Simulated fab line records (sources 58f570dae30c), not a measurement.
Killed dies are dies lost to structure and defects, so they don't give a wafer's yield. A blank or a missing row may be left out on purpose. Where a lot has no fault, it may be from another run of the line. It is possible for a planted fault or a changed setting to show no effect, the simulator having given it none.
Split-lot study    flow berkeley_cmos170    on a route of 331 steps: 5 lots, 23 wafers read

## SPLIT DETAILS
At UCB170_PVT_IMPLANT_07, the setting energy_kev was moved away from the recipe's 30 on 6 of the 23 wafers read, by -4.9% to -1.7%. For the rest of the wafers, this setting stayed at what the recipe calls for.

The reading is taken at the split's own step.

## THE READING
The simulator's own value implant.drp_nm, read by no gauge, in nm at UCB170_PVT_IMPLANT_07. The file gives no usual value for it.

wafer   tool, chamber at the split  energy_kev as run  against the recipe  implant.drp_nm, nm  against lot-mates on the recipe
L074.2  implanter-01, 0             30                 recipe              16.56               -
L074.4  implanter-01, 0             30                 recipe              16.56               -
L074.5  implanter-01, 0             30                 recipe              16.56               -
L077.1  implanter-02, 0             30                 recipe              16.56               -
L077.2  implanter-02, 0             30                 recipe              16.56               -
L077.3  implanter-02, 0             30                 recipe              16.56               -
L077.5  implanter-02, 0             30                 recipe              16.56               -
L077.6  implanter-02, 0             30                 recipe              16.56               -
L084.1  implanter-02, 0             28.52              -4.9%               16.06               -0.50
L084.5  implanter-02, 0             28.52              -4.9%               16.06               -0.50
L084.2  implanter-02, 0             30                 recipe              16.56               -
L084.4  implanter-02, 0             30                 recipe              16.56               -
L084.6  implanter-02, 0             30                 recipe              16.56               -
L081.1  implanter-02, 0             29.44              -1.9%               16.38               -0.18
L081.5  implanter-02, 0             29.44              -1.9%               16.38               -0.18
L081.2  implanter-02, 0             30                 recipe              16.56               -
L081.4  implanter-02, 0             30                 recipe              16.56               -
L081.6  implanter-02, 0             30                 recipe              16.56               -
L085.1  implanter-01, 0             29.49              -1.7%               16.39               -0.17
L085.4  implanter-01, 0             29.49              -1.7%               16.39               -0.17
L085.2  implanter-01, 0             30                 recipe              16.56               -
L085.5  implanter-01, 0             30                 recipe              16.56               -
L085.6  implanter-01, 0             30                 recipe              16.56               -

FIT RESULTS
A straight line over all 23 wafers: implant.drp_nm changes by +0.101 nm for each +1% of energy_kev; r = +1.00; the points scatter about the line by 0.0026 nm.
The same after taking each lot's own level away (the mean of its wafers on the recipe; 23 wafers): +0.101 nm for each +1%; r = +1.00; scatter 0.0026 nm.
The reading moves by 0.5 nm for the largest change in energy_kev, on that fit.
The lots' own levels span 16.560 to 16.560 nm.
Consequently the slope shifts little with the lot-to-lot level, the two slopes agreeing.
Check: for one of the wafers moved furthest among these (-4.9%), held out of the fit, the line's prediction against its lot-mates is -0.495 nm. It came out at -0.5 nm against them.

## THESE WAFERS: OTHER SPLITS
Before the reading, these wafers also passed through other splits. Each is held against what the fit with the lots' levels taken away leaves over:
other split on the same wafers        wafers away from the commonest value  r with implant.drp_nm (lot level and that fit taken away)
UCB170_START_OXIDATION_02 temp_c      18                                    +0.07
UCB170_ZERO_COAT_01 spin_rpm          9                                     +0.07
UCB170_NWELL_OXIDATION_01 ox_time_s   18                                    -0.35
UCB170_NWELL_IMPLANT_14 energy_kev    10                                    -0.05
UCB170_PWELL_COAT_08 resist_thk_nm    7                                     +0.25
UCB170_WELLDRIVE_OXIDATION_01 temp_c  10                                    +0.57
UCB170_ACTIVE_PEB_11 peb_temp_c       8                                     -0.32
UCB170_ACTIVE_ETCH_15 over_etch_frac  5                                     -0.64

## THE WHOLE CHAIN: every reading that the file lists as answering this split, in the file's order
step                   what it does  reading                                                          change (the file's fit)                r (the file's)
UCB170_PVT_IMPLANT_07                implant.rp_nm (the simulator's own value, which no gauge read)   +0.247 nm for each +1% of the setting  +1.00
UCB170_PVT_IMPLANT_07                implant.drp_nm (the simulator's own value, which no gauge read)  +0.101 nm for each +1% of the setting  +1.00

## FILE'S OWN FIT
implant.drp_nm changes by +0.101 nm for each +1% of energy_kev, r = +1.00.
